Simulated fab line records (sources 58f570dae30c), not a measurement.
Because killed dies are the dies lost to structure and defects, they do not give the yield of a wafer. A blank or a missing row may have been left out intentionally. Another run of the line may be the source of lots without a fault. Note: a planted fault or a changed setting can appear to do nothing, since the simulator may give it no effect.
fab line records	flow berkeley-cmos170	part 1 of 2: steps 1 to 29 of 42
[record] lots = 5	wafers = 15	last-day = 11
route steps=331 shown V1@262 M2@271 V2@292
lots that met no fault: from a run of the same line without faults
start-h: hours from the record's opening day to when the first of the lot's shown wafers began	wait-h: time in hours since the lot's previous step	" identical to the entry in the row above	L1.1+2: a row that stands for several wafers	- no value present, or no start provided	* or withheld: withheld	< > ~ a bound
route shown NAME@n: names a module that has steps shown in the file, with the first one's number in the route	usual: the fault-free wafers' mean and standard deviation	same: alike in all rows	chamber/n: place in a boat	sites: readings site by site	_std_site: how widely they spread, as a standard deviation	_edge_site: mean of outer sites minus mean of inner sites	radius-mm: for every site, how far away it sits from the centre of the wafer	mask NAME#n: copy n	behind: tool/chamber where the wafer was last shaped	hold: why the lot was held/for how many hours/how that ended	device: whichever transistor did not switch (one of n, p or np)	end of line: tests run on the same wafers once the route is complete	step lacking rows: just its recipe	killed: dies lost to structure and defects at the first sort, not the wafer's yield	map: per-die view of a wafer (x killed, . not killed, _ where there is no die)
set.NAME: setting as actually run; set.NAME@STEP: the setting as run at that earlier step	model.NAME: the simulator's own value behind a step, which no gauge read
certain route steps with their lots: each step a table, each wafer a row
services: when a tool's chamber went out of use (start-h, in hours from the record's first day, below 0 if earlier), for how many hours, and the reason
[[steps]]
[step UCB170_V1_SOFTBAKE_08]
[recipe] resist = KrF	temp-c = 130	time-s = 60
lot.wafer	tool	chamber	start-h	wait-h
L083.2+4+5	litho-track-03	0	181.09	0.1
L078.1+4+5	litho-track-04	0	183.14	0.1
L089.1+2+4	litho-track-03	0	224.01	0.1
L094.1+2+3	litho-track-03	0	236.33	0.1
L097.1+3+6	litho-track-03	0	255.89	0.1
[step UCB170_V1_EXPOSE_09]
[recipe] mask-id = VIA1	target-cd-nm = 700	na = 0.5	sigma-outer = 0.6	source-shape = conventional	dose-mj = 37
[same] sigma-outer = 0.6
lot.wafer	tool	chamber	start-h	wait-h	mask
L083.2+4+5	krf-scanner-01	0	181.80	0.7	VIA1#0
L078.1+4+5	krf-scanner-01	0	183.48	0.3	VIA1#0
L089.1+2+4	krf-scanner-02	0	224.28	0.2	VIA1#0
L094.1+2+3	krf-scanner-01	0	236.48	0.1	VIA1#0
L097.1+3+6	krf-scanner-01	0	256.04	0.1	VIA1#0
[step UCB170_V1_PEB_10]
[recipe] peb-temp-c = 130	peb-time-s = withheld	resist = KrF
lot.wafer	tool	chamber	start-h	wait-h
L083.2+4+5	litho-track-01	0	182.59	0.8
L078.1+4+5	litho-track-01	0	184.47	1.0
L089.1+2+4	litho-track-01	0	224.40	0.1
L094.1+2+3	litho-track-04	0	236.75	0.3
L097.1+3+6	litho-track-04	0	256.21	0.2
[step UCB170_V1_DEVELOP_11]
[recipe] developer = TMAH	develop-time-s = 45	resist = KrF	dev-temp-c = 21
lot.wafer	tool	chamber	start-h	wait-h
L083.2+4+5	litho-track-01	0	-	-
L078.1+4+5	litho-track-01	0	-	-
L089.1+2+4	litho-track-01	0	-	-
L094.1+2+3	litho-track-04	0	-	-
L097.1+3+6	litho-track-04	0	-	-
[step UCB170_V1_CD_MEAS_12]
[recipe] target-cd-nm = 700
[usual] cd-nm = 699.6/1.4
lot.wafer	tool	chamber	start-h	wait-h	cd-nm
L083.2	cd-sem-02	-	182.96	-	699.8
L083.4	"	-	"	"	700.3
L083.5	"	-	"	"	699.7
L078.1	cd-sem-01	-	184.74	-	699.4
L078.4	"	-	"	"	700.2
L078.5	"	-	"	"	700.4
L089.1	cd-sem-02	-	224.68	-	699.5
L089.2	"	-	"	"	700.9
L089.4	"	-	"	"	699.3
L094.1	cd-sem-01	-	237.03	-	701.2
L094.2	"	-	"	"	700.5
L094.3	"	-	"	"	700.4
L097.1	cd-sem-02	-	256.56	-	702.5
L097.3	"	-	"	"	702.2
L097.6	"	-	"	"	701.2
[step UCB170_V1_OVL_MEAS_13]
[usual] V1_OVL = -3/5.7
lot.wafer	tool	chamber	start-h	wait-h	V1_OVL[nm]
L083.2	overlay-02	-	183.07	0.1	-8
L083.4	"	-	"	"	-3
L083.5	"	-	"	"	-10
L078.1	overlay-02	-	184.86	0.1	0
L078.4	"	-	"	"	7
L078.5	"	-	"	"	2
L089.1	overlay-01	-	224.80	0.1	-4
L089.2	"	-	"	"	-6
L089.4	"	-	"	"	-5
L094.1	overlay-02	-	237.15	0.1	-1
L094.2	"	-	"	"	-1
L094.3	"	-	"	"	0
L097.1	overlay-02	-	256.68	0.1	-2
L097.3	"	-	"	"	-1
L097.6	"	-	"	"	-6
[step UCB170_V1_ETCH_14]
[recipe] chemistry = CHF3/CF4/Ar	target = SiO2	stop-on = Al	CHF3_flow_sccm = 45	cf4-flow-sccm = 15	Ar_flow_sccm = 150	pressure-mtorr = 200	rf-w = 700	target-depth-a = 12500	over-etch-frac = 0.25	time-s = 291
[usual] CHF3_flow_sccm = 45.00/0.14	chamber-pressure-mTorr = 200.00/0.17	drypump-motor-current-A = 5.7/0.42	oes-product-au = 0.875/0.018	throttle-valve-pct = 7.00/0.12
lot.wafer	tool	chamber	start-h	wait-h	CHF3_flow_sccm	chamber-pressure-mTorr	drypump-motor-current-A	oes-product-au	rf-hours-counter-h	throttle-valve-pct
L083.2	rie-diel-02	2	183.10	0.0	44.75	199.63	5.5	0.900	2	6.94
L083.4	"	2	"	"	44.77	200.00	5.5	0.899	-	6.94
L083.5	"	0	"	"	45.24	199.69	6.1	0.858	-	7.12
L078.1	rie-diel-03	3	184.90	0.0	45.03	200.19	5.6	0.870	131	7.02
L078.4	"	1	"	"	45.22	199.96	5.0	0.899	126	6.86
L078.5	"	3	"	"	44.97	200.12	5.6	0.870	-	7.02
L089.1	rie-diel-03	1	224.83	0.0	45.14	200.17	5.0	0.896	129	6.89
L089.2	"	0	"	"	45.02	200.08	6.7	0.883	24	6.81
L089.4	"	3	"	"	45.04	200.11	5.6	0.867	134	7.02
L094.1	rie-diel-02	2	237.19	0.0	44.83	199.99	5.5	0.901	5	6.93
L094.2	"	0	"	"	45.01	199.92	6.1	0.864	19	7.11
L094.3	"	3	"	"	45.09	199.75	5.5	0.846	7	7.16
L097.1	rie-diel-02	0	256.72	0.0	44.86	199.94	6.1	0.868	20	7.13
L097.3	"	1	"	"	44.80	200.15	5.4	0.858	4	6.93
L097.6	"	3	"	"	44.92	200.06	5.5	0.848	-	7.17
[step UCB170_V1_STRIP_15]
[recipe] chemistry = O2	power-w = 400	pressure-mtorr = 3500	platen-temp-c = withheld	o2-flow-sccm = 400	overash-fraction = 0.5
[usual] chamber-pressure-mTorr = 3499/3.6	drypump-motor-current-A = 5.7/0.49	oes-product-au = 0.722/0.0045	strip-time-to-endpoint-s = 15.29/0.16
lot.wafer	tool	chamber	start-h	wait-h	chamber-pressure-mTorr	drypump-motor-current-A	oes-product-au	rf-hours-counter-h	strip-time-to-endpoint-s
L083.2	plasma-asher-01	1	183.28	0.1	3503	5.5	0.723	38	15.50
L083.4	"	1	"	"	3498	5.5	0.730	-	15.49
L083.5	"	0	"	"	3498	5.9	0.722	-	15.27
L078.1	plasma-asher-04	0	185.07	0.1	3508	4.9	0.719	9	15.32
L078.4	"	1	"	"	3503	6.6	0.717	-	15.45
L078.5	"	0	"	"	3501	4.9	0.715	-	15.46
L089.1	plasma-asher-01	0	225.01	0.1	3497	5.8	0.726	43	15.46
L089.2	"	1	"	"	3505	5.5	0.723	43	15.32
L089.4	"	1	"	"	3500	5.5	0.722	-	15.42
L094.1	plasma-asher-01	1	237.36	0.1	3495	5.4	0.725	44	15.25
L094.2	"	0	"	"	3494	5.8	0.718	44	15.03
L094.3	"	1	"	"	3500	5.4	0.727	-	15.08
L097.1	plasma-asher-02	0	256.90	0.1	3497	5.7	0.725	56	15.10
L097.3	"	0	"	"	3493	5.7	0.722	-	15.10
L097.6	"	0	"	"	3499	5.7	0.720	-	15.06
[step UCB170_V1_CD_MEAS_90]
[recipe] target-cd-nm = 700
[usual] cd-nm = 699.6/1.8
lot.wafer	tool	chamber	start-h	wait-h	cd-nm
L083.2	cd-sem-01	-	183.40	0.1	699.3
L083.4	"	-	"	"	699.9
L083.5	"	-	"	"	701.2
L078.1	cd-sem-01	-	185.17	0.1	696.5
L078.4	"	-	"	"	697.7
L078.5	"	-	"	"	697.6
L089.1	cd-sem-01	-	225.11	0.1	697.8
L089.2	"	-	"	"	700.4
L089.4	"	-	"	"	697.6
L094.1	cd-sem-01	-	237.46	0.1	700.9
L094.2	"	-	"	"	701.9
L094.3	"	-	"	"	700.6
L097.1	cd-sem-01	-	257.05	0.1	703.8
L097.3	"	-	"	"	702.5
L097.6	"	-	"	"	700.9
[step UCB170_M2_PRE_CLEAN_00]
[recipe] gas = Ar	preclean-etch-time-s = 60
lot.wafer	tool	chamber	start-h	wait-h
L083.2+4+5	pvd-sputter-02	-	183.50	0.1
L078.1+4+5	pvd-sputter-03	-	185.29	0.1
L089.1+2+4	pvd-sputter-02	-	225.23	0.1
L094.1+2+3	pvd-sputter-02	-	237.58	0.1
L097.1+3+6	pvd-sputter-01	-	257.17	0.1
[step UCB170_M2_SPUTTER_01]
[recipe] material = Al	target-thk-nm = 900	time-s = 120	power-w = 6000	chamber-pressure-pa = 0.5
[usual] throttle-valve-pct = 30.4/1.1
lot.wafer	tool	chamber	start-h	wait-h	throttle-valve-pct
L083.2	pvd-sputter-02	-	183.57	0.0	30.6
L083.4	"	-	"	"	29.8
L083.5	"	-	"	"	30.4
L078.1	pvd-sputter-03	-	185.36	0.0	31.3
L078.4	"	-	"	"	31.0
L078.5	"	-	"	"	31.5
L089.1	pvd-sputter-02	-	225.30	0.0	28.0
L089.2	"	-	"	"	31.1
L089.4	"	-	"	"	30.7
L094.1	pvd-sputter-02	-	237.65	0.0	30.0
L094.2	"	-	"	"	31.0
L094.3	"	-	"	"	31.0
L097.1	pvd-sputter-01	-	257.24	0.0	29.9
L097.3	"	-	"	"	29.7
L097.6	"	-	"	"	29.6
[step UCB170_M2_RS_MEAS_02]
[recipe] thk-meas-gauge = four-point-probe	reads = Al_of_M2_SPUTTER_01
[usual] M2_AL_RS = 0.0322/0.00039
lot.wafer	tool	chamber	start-h	wait-h	M2_AL_RS[ohm/sq]
L083.2	film-metro-02	-	183.67	0.1	0.0323
L083.4	"	-	"	"	0.0320
L083.5	"	-	"	"	0.0323
L078.1	film-metro-01	-	185.44	0.0	0.0327
L078.4	"	-	"	"	0.0325
L078.5	"	-	"	"	0.0328
L089.1	film-metro-02	-	225.38	0.0	0.0319
L089.2	"	-	"	"	0.0316
L089.4	"	-	"	"	0.0317
L094.1	film-metro-02	-	237.73	0.0	0.0326
L094.2	"	-	"	"	0.0322
L094.3	"	-	"	"	0.0321
L097.1	film-metro-01	-	257.33	0.0	0.0325
L097.3	"	-	"	"	0.0326
L097.6	"	-	"	"	0.0327
[step UCB170_M2_THK_MEAS_03]
[recipe] thk-meas-gauge = xrf	reads = Al_of_M2_SPUTTER_01
[usual] M2_AL_THK = 892/12
lot.wafer	tool	chamber	start-h	wait-h	M2_AL_THK[nm]
L083.2	film-metro-02	-	183.78	0.1	897
L083.4	"	-	"	"	900
L083.5	"	-	"	"	892
L078.1	film-metro-01	-	185.56	0.1	877
L078.4	"	-	"	"	883
L078.5	"	-	"	"	881
L089.1	film-metro-02	-	225.50	0.1	910
L089.2	"	-	"	"	916
L089.4	"	-	"	"	918
L094.1	film-metro-02	-	237.85	0.1	896
L094.2	"	-	"	"	905
L094.3	"	-	"	"	904
L097.1	film-metro-01	-	257.45	0.1	889
L097.3	"	-	"	"	889
L097.6	"	-	"	"	879
[step UCB170_M2_HMDS_04]
[recipe] prime-time-s = 60	prime-temp-c = 100
lot.wafer	tool	chamber	start-h	wait-h
L083.2+4+5	litho-track-02	0	184.90	1.1
L078.1+4+5	litho-track-02	0	186.50	0.9
L089.1+2+4	litho-track-04	0	225.56	0.1
L094.1+2+3	litho-track-01	0	237.91	0.1
L097.1+3+6	litho-track-04	0	257.51	0.1
[step UCB170_M2_COAT_05]
[recipe] resist = KrF	spin-rpm = 1500	resist-thk-nm = 900
lot.wafer	tool	chamber	start-h	wait-h
L083.2+4+5	litho-track-02	0	185.05	0.1
L078.1+4+5	litho-track-02	0	186.65	0.1
L089.1+2+4	litho-track-04	0	225.71	0.1
L094.1+2+3	litho-track-01	0	238.06	0.1
L097.1+3+6	litho-track-04	0	257.66	0.1
[step UCB170_M2_SOFTBAKE_06]
[recipe] resist = KrF	temp-c = 130	time-s = 60
lot.wafer	tool	chamber	start-h	wait-h
L083.2+4+5	litho-track-02	0	185.20	0.1
L078.1+4+5	litho-track-02	0	186.80	0.1
L089.1+2+4	litho-track-04	0	225.86	0.1
L094.1+2+3	litho-track-01	0	238.21	0.1
L097.1+3+6	litho-track-04	0	257.81	0.1
[step UCB170_M2_STRIP_07]
[recipe] chemistry = O2	power-w = 400	pressure-mtorr = 3500	platen-temp-c = withheld	o2-flow-sccm = 400	overash-fraction = 0.5
[usual] chamber-pressure-mTorr = 3500/3.3	drypump-motor-current-A = 5.9/0.59	oes-product-au = 0.734/0.0044	strip-time-to-endpoint-s = 21.97/0.06
lot.wafer	tool	chamber	start-h	wait-h	chamber-pressure-mTorr	drypump-motor-current-A	oes-product-au	rf-hours-counter-h	strip-time-to-endpoint-s
L083.2	plasma-asher-03	0	185.32	0.1	3508	6.2	0.738	50	21.90
L083.4	"	0	"	"	3496	6.2	0.735	-	21.85
L083.5	"	0	"	"	3499	6.2	0.736	-	21.90
L078.1	plasma-asher-01	0	186.95	0.1	3497	5.8	0.732	39	22.06
L078.4	"	1	"	"	3502	5.4	0.738	-	22.02
L078.5	"	0	"	"	3500	5.8	0.739	-	22.02
L089.1	plasma-asher-04	0	226.01	0.1	3497	4.9	0.732	14	21.85
L089.2	"	1	"	"	3505	6.7	0.730	14	21.93
L089.4	"	0	"	"	3504	4.9	0.737	-	21.87
L094.1	plasma-asher-04	0	238.36	0.1	3500	4.9	0.735	15	22.11
L094.2	"	1	"	"	3500	6.7	0.736	15	22.02
L094.3	"	0	"	"	3500	4.9	0.732	-	22.07
L097.1	plasma-asher-04	0	257.96	0.1	3499	4.9	0.740	17	22.00
L097.3	"	0	"	"	3499	4.9	0.735	-	21.92
L097.6	"	1	"	"	3495	6.6	0.734	-	21.88
[step UCB170_M2_STRIP_08]
[recipe] chemistry = DMSO	temp-c = 80	time-s = 600	material = KrF
lot.wafer	tool	chamber	start-h	wait-h
L083.2+4+5	wet-bench-01	2	185.42	0.1
L078.1+4+5	wet-bench-03	3	187.05	0.1
L089.1+2+4	wet-bench-04	1	226.99	0.9
L094.1+2+3	wet-bench-01	2	238.48	0.1
L097.1+3+6	wet-bench-04	0	258.06	0.1
[step UCB170_M2_COAT_09]
[recipe] resist = BARC	temp-c = withheld	time-s = withheld	spin-rpm = 3000	resist-thk-nm = withheld
lot.wafer	tool	chamber	start-h	wait-h
L083.2+4+5	litho-track-01	0	186.39	0.8
L078.1+4+5	litho-track-04	0	188.09	0.9
L089.1+2+4	litho-track-02	0	227.41	0.2
L094.1+2+3	litho-track-01	0	238.65	0.0
L097.1+3+6	litho-track-04	0	258.41	0.2
[step UCB170_M2_COAT_10]
[recipe] resist = KrF	spin-rpm = 1500	resist-thk-nm = 900
lot.wafer	tool	chamber	start-h	wait-h
L083.2+4+5	litho-track-01	0	-	-
L078.1+4+5	litho-track-04	0	-	-
L089.1+2+4	litho-track-02	0	-	-
L094.1+2+3	litho-track-01	0	-	-
L097.1+3+6	litho-track-04	0	-	-
[step UCB170_M2_SOFTBAKE_11]
[recipe] resist = KrF	temp-c = 130	time-s = 60
lot.wafer	tool	chamber	start-h	wait-h
L083.2+4+5	litho-track-01	0	-	-
L078.1+4+5	litho-track-04	0	-	-
L089.1+2+4	litho-track-02	0	-	-
L094.1+2+3	litho-track-01	0	-	-
L097.1+3+6	litho-track-04	0	-	-
[step UCB170_M2_EXPOSE_12]
[recipe] mask-id = METAL2	target-cd-nm = 700	na = 0.5	sigma-outer = 0.6	source-shape = conventional	dose-mj = 26
[same] sigma-outer = 0.6
lot.wafer	tool	chamber	start-h	wait-h	mask
L083.2+4+5	krf-scanner-02	0	186.96	-	METAL2#0
L078.1+4+5	krf-scanner-01	0	188.67	-	METAL2#0
L089.1+2+4	krf-scanner-02	0	228.01	-	METAL2#0
L094.1+2+3	krf-scanner-02	0	239.23	-	METAL2#0
L097.1+3+6	krf-scanner-01	0	258.98	-	METAL2#0
[step UCB170_M2_PEB_13]
[recipe] peb-temp-c = 130	peb-time-s = withheld	resist = KrF
lot.wafer	tool	chamber	start-h	wait-h
L083.2+4+5	litho-track-02	0	187.97	1.0
L078.1+4+5	litho-track-04	0	189.09	0.4
L089.1+2+4	litho-track-04	0	228.37	0.3
L094.1+2+3	litho-track-02	0	239.66	0.4
L097.1+3+6	litho-track-02	0	259.10	0.1
[step UCB170_M2_DEVELOP_14]
[recipe] developer = TMAH	develop-time-s = 45	resist = KrF	dev-temp-c = 21
lot.wafer	tool	chamber	start-h	wait-h
L083.2+4+5	litho-track-02	0	-	-
L078.1+4+5	litho-track-04	0	-	-
L089.1+2+4	litho-track-04	0	-	-
L094.1+2+3	litho-track-02	0	-	-
L097.1+3+6	litho-track-02	0	-	-
[step UCB170_M2_CD_MEAS_15]
[recipe] target-cd-nm = 700
[usual] cd-nm = 700.3/1.5
lot.wafer	tool	chamber	start-h	wait-h	cd-nm
L083.2	cd-sem-02	-	188.24	-	699.8
L083.4	"	-	"	"	699.3
L083.5	"	-	"	"	699.2
L078.1	cd-sem-01	-	189.37	-	699.3
L078.4	"	-	"	"	698.7
L078.5	"	-	"	"	698.1
L089.1	cd-sem-01	-	228.64	-	700.7
L089.2	"	-	"	"	703.2
L089.4	"	-	"	"	701.1
L094.1	cd-sem-02	-	239.93	-	700.5
L094.2	"	-	"	"	699.3
L094.3	"	-	"	"	700.5
L097.1	cd-sem-01	-	259.37	-	700.9
L097.3	"	-	"	"	702.1
L097.6	"	-	"	"	702.4
[step UCB170_M2_OVL_MEAS_16]
[usual] M2_OVL = 1/5.6
lot.wafer	tool	chamber	start-h	wait-h	M2_OVL[nm]
L083.2	overlay-02	-	188.35	0.1	10
L083.4	"	-	"	"	5
L083.5	"	-	"	"	7
L078.1	overlay-02	-	189.49	0.1	7
L078.4	"	-	"	"	7
L078.5	"	-	"	"	4
L089.1	overlay-02	-	228.76	0.1	4
L089.2	"	-	"	"	13
L089.4	"	-	"	"	12
L094.1	overlay-02	-	240.05	0.1	4
L094.2	"	-	"	"	6
L094.3	"	-	"	"	6
L097.1	overlay-01	-	259.49	0.1	-1
L097.3	"	-	"	"	-6
L097.6	"	-	"	"	-6
[step UCB170_M2_ETCH_17]
[recipe] chemistry = N2/H2	target-depth-a = withheld	overetch-a = withheld	target = BARC	time-s = withheld	source-w = 500	bias-w = 100	pressure-mtorr = 30	n2-flow-sccm = 100	h2-flow-sccm = 200
[usual] chamber-pressure-mTorr = 30.001/0.03	drypump-motor-current-A = 5.7/0.4	oes-product-au = 0.996/0.018	throttle-valve-pct = 13.33/0.18
lot.wafer	tool	chamber	start-h	wait-h	chamber-pressure-mTorr	drypump-motor-current-A	oes-product-au	throttle-valve-pct
L083.2	rie-diel-03	3	188.38	0.0	29.991	5.6	0.970	13.35
L083.4	"	0	"	"	29.963	6.6	0.993	13.13
L083.5	"	1	"	"	30.015	5.0	0.992	13.14
L078.1	rie-diel-04	3	189.52	0.0	30.038	5.8	0.979	13.69
L078.4	"	3	"	"	29.997	5.8	0.986	13.69
L078.5	"	1	"	"	30.001	5.9	1.017	13.16
L089.1	rie-diel-03	1	228.80	0.0	30.046	5.0	0.994	13.15
L089.2	"	0	"	"	30.001	6.7	1.008	13.13
L089.4	"	3	"	"	30.001	5.6	0.984	13.35
L094.1	rie-diel-01	0	240.09	0.0	29.932	5.8	1.007	13.24
L094.2	"	3	"	"	29.979	6.2	1.036	13.18
L094.3	"	1	"	"	30.045	5.6	0.987	13.50
L097.1	rie-diel-01	1	259.53	0.0	30.018	5.7	0.992	13.50
L097.3	"	0	"	"	30.030	5.8	0.996	13.25
L097.6	"	1	"	"	29.981	5.7	0.990	13.49
[step UCB170_M2_METAL_ETCH_18]
[recipe] chemistry = Cl2/BCl3	target = Al	stop-on = SiO2	pressure-mtorr = 12	target-depth-a = 11700	over-etch-frac = 0.3	time-s = 195	icp-w = 600	bias-w = 120	Cl2_flow_sccm = 90	bcl3-flow-sccm = 45
[usual] chamber-pressure-mTorr = 12.000/0.011	drypump-motor-current-A = 5.6/0.46	oes-product-au = 0.853/0.018	throttle-valve-pct = 24.54/0.27
lot.wafer	tool	chamber	start-h	wait-h	chamber-pressure-mTorr	drypump-motor-current-A	oes-product-au	rf-hours-counter-h	throttle-valve-pct
L083.2	rie-metal-04	1	188.42	-	11.999	5.1	0.861	10	24.25
L083.4	"	0	"	"	11.996	5.3	0.888	-	24.59
L083.5	"	1	"	"	12.028	5.1	0.854	-	24.25
L078.1	rie-metal-01	0	189.56	-	12.008	6.2	0.853	8	24.38
L078.4	"	0	"	"	12.017	6.3	0.853	-	24.37
L078.5	"	1	"	"	11.993	5.2	0.836	-	24.56
L089.1	rie-metal-04	1	228.84	-	12.014	5.1	0.862	11	24.23
L089.2	"	0	"	"	12.007	5.3	0.888	4	24.59
L089.4	"	1	"	"	11.978	5.1	0.866	-	24.25
L094.1	rie-metal-01	1	240.13	-	11.995	5.1	0.870	0	24.38
L094.2	"	0	"	"	12.010	6.3	0.861	10	24.39
L094.3	"	0	"	"	12.032	6.3	0.862	-	24.37
L097.1	rie-metal-03	1	259.57	-	12.011	6.0	0.855	2	25.09
L097.3	"	0	"	"	11.998	5.3	0.821	-	24.43
L097.6	"	0	"	"	11.998	5.3	0.817	-	24.42
[step UCB170_M2_STRIP_19]
[recipe] chemistry = O2	power-w = 400	pressure-mtorr = 3500	platen-temp-c = withheld	o2-flow-sccm = 400	overash-fraction = 0.5
[usual] chamber-pressure-mTorr = 3500/3.3	drypump-motor-current-A = 5.9/0.54	oes-product-au = 0.537/0.02
lot.wafer	tool	chamber	start-h	wait-h	chamber-pressure-mTorr	drypump-motor-current-A	oes-product-au	rf-hours-counter-h
L083.2	plasma-asher-04	0	188.61	0.1	3499	4.9	0.551	9
L083.4	"	1	"	"	3502	6.6	0.526	-
L083.5	"	0	"	"	3499	4.9	0.542	-
L078.1	plasma-asher-01	0	189.75	0.1	3495	5.8	0.569	39
L078.4	"	0	"	"	3503	5.8	0.566	-
L078.5	"	1	"	"	3503	5.5	0.530	-
L089.1	plasma-asher-04	0	229.09	0.2	3499	4.9	0.524	14
L089.2	"	1	"	"	3503	6.7	0.503	14
L089.4	"	0	"	"	3505	4.9	0.532	-
L094.1	plasma-asher-03	0	240.32	0.1	3498	6.2	0.505	57
L094.2	"	1	"	"	3506	6.2	0.548	57
L094.3	"	0	"	"	3502	6.2	0.548	-
L097.1	plasma-asher-01	0	259.76	0.1	3508	5.7	0.542	46
L097.3	"	1	"	"	3498	5.5	0.521	-
L097.6	"	1	"	"	3502	5.5	0.532	-
